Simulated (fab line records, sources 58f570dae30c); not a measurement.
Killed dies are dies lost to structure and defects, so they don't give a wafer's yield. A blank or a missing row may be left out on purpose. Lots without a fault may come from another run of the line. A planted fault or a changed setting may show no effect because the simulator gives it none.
One fault seen from 2 desks | flow berkeley_cmos170 | each desk has only its own numbers; what lay behind them comes last

THE TOOL OWNER'S DESK: rtp_anneal-01
The tool's own readings at UCB170_SDANNEAL_RTA_01 (time 5 s): means of the sampled wafers that have a number, for each lot that ran on this tool. A lot is out of limits, marked OUT, if its mean lies more than 4 standard deviations from the usual mean; the brackets give that distance.
Columns: A = lamp_power_pct at UCB170_SDANNEAL_RTA_01, usual 40.06 %; B = wafer_temp_C_max at UCB170_SDANNEAL_RTA_01, usual 1055.4
lot  | first seen here | A               | B
L693 | day 7 10:13     | 39.89           | 1053.7
L694 | day 8 14:28     | 39.85           | 1053.8
L699 | day 9 09:32     | 39.89           | 1053.6
L702 | day 10 09:53    | 39.92           | 1053.6
L708 | day 11 05:44    | 36.13 (-22) OUT | 1014.1 (-22) OUT
L707 | day 11 06:16    | 36.14 (-22) OUT | 1013.8 (-22) OUT
L710 | day 12 09:02    | 36.09 (-22) OUT | 1013.9 (-22) OUT
This desk's finding: out of limits on L707, L708, L710; first on L708, day 11 05:44 (lamp_power_pct at UCB170_SDANNEAL_RTA_01). In limits: L693, L694, L699, L702.

THE METROLOGY DESK
What the gauges read, lot by lot, whatever tool the lot ran on: means of the sampled wafers that have a number. A lot is out of limits, marked OUT, if its mean lies more than 4 standard deviations from the usual mean; the brackets give that distance.
Columns: A = PSD_RS at UCB170_SDANNEAL_RS_MEAS_02, usual 75.54 ohm/sq; B = NSD_RS at UCB170_SDANNEAL_RS_MEAS_03, usual 37.25 ohm/sq; C = PLDD_RS at UCB170_SDANNEAL_RS_MEAS_04, usual 1031.4 ohm/sq
lot  | first seen here | A               | B               | C
L693 | day 7 10:17     | 75.44           | 37.15           | 1033.7
L694 | day 8 14:32     | 75.09           | 37.22           | 1027.1
L699 | day 9 09:35     | 75.86           | 37.24           | 1030.6
L698 | day 9 10:14     | 75.56           | 37.12           | 1032.0
L702 | day 10 09:58    | 75.77           | 37.26           | 1031.4
L704 | day 10 10:14    | 75.87           | 37.31           | 1032.5
L708 | day 11 05:48    | 96.73 (+78) OUT | 39.79 (+30) OUT | 1047.0 (+5.6) OUT
L709 | day 11 06:10    | 75.24           | 37.28           | 1033.7
L707 | day 11 06:20    | 97.30 (+81) OUT | 39.72 (+29) OUT | 1044.4 (+4.7) OUT
L713 | day 12 08:50    | 75.98           | 37.21           | 1033.4
L710 | day 12 09:07    | 97.66 (+82) OUT | 39.86 (+31) OUT | 1049.2 (+6.4) OUT
L712 | day 12 09:23    | 75.53           | 37.20           | 1031.6
L715 | day 12 09:46    | 75.49           | 37.41           | 1032.1
L714 | day 12 09:52    | 75.31           | 37.27           | 1029.9
L716 | day 12 11:49    | 75.36           | 37.25           | 1030.5
This desk's finding: out of limits on L707, L708, L710; first on L708, day 11 05:48 (PSD_RS at UCB170_SDANNEAL_RS_MEAS_02). In limits: L693, L694, L699, L698, L702, L704, L709, L713, L712, L715, L714, L716.

PUT TOGETHER
The tool owner's desk could have raised an alarm at day 11 05:44, on L707, L708, L710.
The metrology desk could have raised an alarm at day 11 05:48, on L707, L708, L710.
Of the lots named, all ran UCB170_SDANNEAL_RTA_01 on rtp_anneal-01.

WHAT THE SIMULATOR HAD PUT IN
Process parameter drift: rtp_anneal-01, from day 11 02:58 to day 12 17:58, at UCB170_SDANNEAL_RTA_01. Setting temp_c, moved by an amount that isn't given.
Lots struck among those shown: L707, L708, L710.
Hours from the fault's start to each desk's first reading out of limits: the tool owner's desk, 3; the metrology desk, 3.
